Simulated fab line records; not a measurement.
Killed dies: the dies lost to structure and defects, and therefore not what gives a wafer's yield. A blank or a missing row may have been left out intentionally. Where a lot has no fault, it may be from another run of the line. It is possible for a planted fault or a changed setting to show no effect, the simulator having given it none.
2 desks, one fault -- flow berkeleyCmos170 -- only its own numbers are on each desk; what lay behind them is given at the end

== AT THE METROLOGY DESK ==
What the gauges read, lot by lot, whatever tool the lot ran on: means of the sampled wafers that have a number. Any lot whose mean is over 4 standard deviations away from the usual mean is out of limits and marked OUT; that distance is given in the brackets.
Columns: A = cdNm at UCB170_M2_CD_MEAS_15, usual 700.3 nm; B = M3_OVL at UCB170_M3_OVL_MEAS_16, usual 1 nm; C = cdNm at UCB170_M3_CD_MEAS_90, usual 700.1 nm
lot,first seen here,A,B,C
L504,day 6 23:03,697.0,4,701.6
L505,day 7 11:38,700.2,-4,699.7
L507,day 8 01:49,701.2,-2,699.3
L508,day 8 02:03,699.8,7,702.4
L509,day 8 11:25,698.6,-2,696.4
L512,day 9 01:25,701.3,-6,700.3
L511,day 9 10:38,701.4,8,703.8
L513,day 9 10:55,699.9,1,699.2
L514,day 9 21:49,703.0,1,695.2
L515,day 10 10:36,699.3,3,700.2
L516,day 10 21:04,699.9,1,698.1
L518,day 11 05:37,697.8,7,700.8
L525,day 12 06:31,701.8,10,715.4 (+5.5) OUT
L527,day 13 05:44,698.9,-1,719.5 (+6.9) OUT
Finding of this desk: L525, L527 out of limits; the first was L525 at day 12 13:20, on cdNm at UCB170_M3_CD_MEAS_90. L504, L505, L507, L508, L509, L512, L511, L513, L514, L515, L516, L518: within limits.

== TOOL OWNER'S DESK, rieMetal-01 ==
The tool's own readings at UCB170_M3_METAL_ETCH_18 (etches Al in Cl2/BCl3, stops on SiO2, target depth 1170 nm, time 195 s): means of the sampled wafers that have a number, for each lot that ran on this tool. Any lot whose mean is over 4 standard deviations away from the usual mean is out of limits and marked OUT; that distance is given in the brackets.
Columns: A = chamberPressureMTorr at UCB170_M3_METAL_ETCH_18, usual 12.000 mTorr; B = drypumpMotorCurrentA at UCB170_M3_METAL_ETCH_18, usual 5.60 A; C = oesProductAu at UCB170_M3_METAL_ETCH_18, usual 0.862 a.u.; D = throttleValvePct at UCB170_M3_METAL_ETCH_18, usual 24.40 %
lot,first seen here,A,B,C,D
L507,day 8 08:23,11.998,5.48,0.849,24.35
L511,day 9 18:37,11.999,5.56,0.845,24.36
L518,day 11 12:52,12.010,5.60,0.850,24.35
L525,day 12 13:03,12.002,5.50,0.765 (-10) OUT,24.43
L527,day 13 12:08,12.004,5.62,0.755 (-11) OUT,24.38
Finding of this desk: L525, L527 out of limits; the first was L525 at day 12 13:03, on oesProductAu at UCB170_M3_METAL_ETCH_18. L507, L511, L518: within limits.

== ALL TOGETHER ==
At day 12 13:03, on L525, L527, the tool owner's desk was in a position to raise an alarm.
An alarm was possible from the metrology desk at day 12 13:20, on L525, L527.
Of the lots named, all ran UCB170_M3_METAL_ETCH_18 on rieMetal-01.

== WHAT THE SIMULATOR HAD INSERTED ==
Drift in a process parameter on rieMetal-01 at UCB170_M3_METAL_ETCH_18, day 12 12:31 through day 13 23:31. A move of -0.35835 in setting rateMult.
Struck lots among those shown: L525, L527.
Hours from the fault's start to each desk's first reading out of limits: the tool owner's desk, 1; the metrology desk, 1.
